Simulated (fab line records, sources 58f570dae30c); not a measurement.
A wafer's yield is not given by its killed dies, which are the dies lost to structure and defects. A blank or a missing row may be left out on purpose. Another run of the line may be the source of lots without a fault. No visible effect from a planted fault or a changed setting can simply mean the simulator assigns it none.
Problem report in the 8D (eight disciplines) form, filled by code	flow berkeley-cmos170	the parts of the form that need people (team, actions taken, sign-off) are left out

1. WHAT IS WRONG
Mean of spin-speed-rpm at UCB170_ACTIVE_COAT_08: 1658.2 rpm across 6 wafers in 2 lots; on wafers with no fault it is 1500.0 rpm (standard deviation 0.87). That is +99 or more standard deviations from the usual mean.
The step: resist thk 900 nm.
The first sign was on wafer L849.2 at day 8 12:50, on litho-track-03. The record holds 42 wafers of 14 lots with a number at this step. Rule for "out", or "out of limits": more than 4 standard deviations from the usual mean. The other wafers with a number count as sound.

2. WHAT IT IS AND WHAT IT IS NOT
question	is	is not
which readings at this step	spin-speed-rpm	exhaust-pa
which lots	L849, L853	L833, L834, L835, L839, L840, L841, L842, L843, L845, L846, L847, L854
which wafers of those lots	all that have a number	-
read on which tools	litho-track-03	litho-track-01, litho-track-02
when	from day 8 12:50	up to then (33 sound wafers); but 3 sound wafers of L854 came after

3. WHAT RULES OUT EACH SUSPECT
Counting: a tool stays on the suspect list if, at a process step up to the reading, it processed all lots that are out and no sound lot following the first of them.
- litho-track-03 at UCB170_ACTIVE_COAT_08 (resist thk 900 nm): kept. It processed each lot that is out, first L849 at day 8 12:50, and no sound lot thereafter; up to then, the last sound lot it processed was L847 at day 7 17:32. Its own spin-speed-rpm readings are out on those wafers.
Remaining after the count: litho-track-03 at UCB170_ACTIVE_COAT_08.

4. THE CAUSE (what the simulator had put in)
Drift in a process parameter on litho-track-03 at UCB170_ACTIVE_COAT_08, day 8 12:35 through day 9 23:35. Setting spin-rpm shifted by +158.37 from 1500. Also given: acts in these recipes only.
This tool alone remained once counting was done.

5. THE EFFECT CHAIN, in route order
One row per reading whose mean, taken over the struck wafers that have a number, lies over 3 standard deviations from the usual. Readings are gone through only where the record gives a usual standard deviation; hours: the median, over the lots, of the time from a lot's start at the first step in this table giving one to that lot's start at this step; sigmas: the change measured in usual standard deviations.
hours	step	reading	usual	on struck wafers	change	sigmas
0	UCB170_ACTIVE_COAT_08	spin-speed-rpm	1500.0 rpm	1658.2	+158.2	+99 or more
1	UCB170_ACTIVE_STRIP_16	strip-time-to-endpoint-s	18.15 s	17.13	-1.02	-12
Here are the process steps it includes:
- UCB170_ACTIVE_COAT_08: resist thk 900 nm.
- UCB170_ACTIVE_STRIP_16: strips in O2.
Later steps that measure or inspect, where all struck wafers having a row at the step show a number for every such reading and not one has moved that far: UCB170_SACOX_THK_MEAS_02.

6. WHAT WOULD HAVE CAUGHT IT SOONER
The fault began at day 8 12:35; the first out-of-limits reading in this record came at day 8 12:50, 0 hours later.
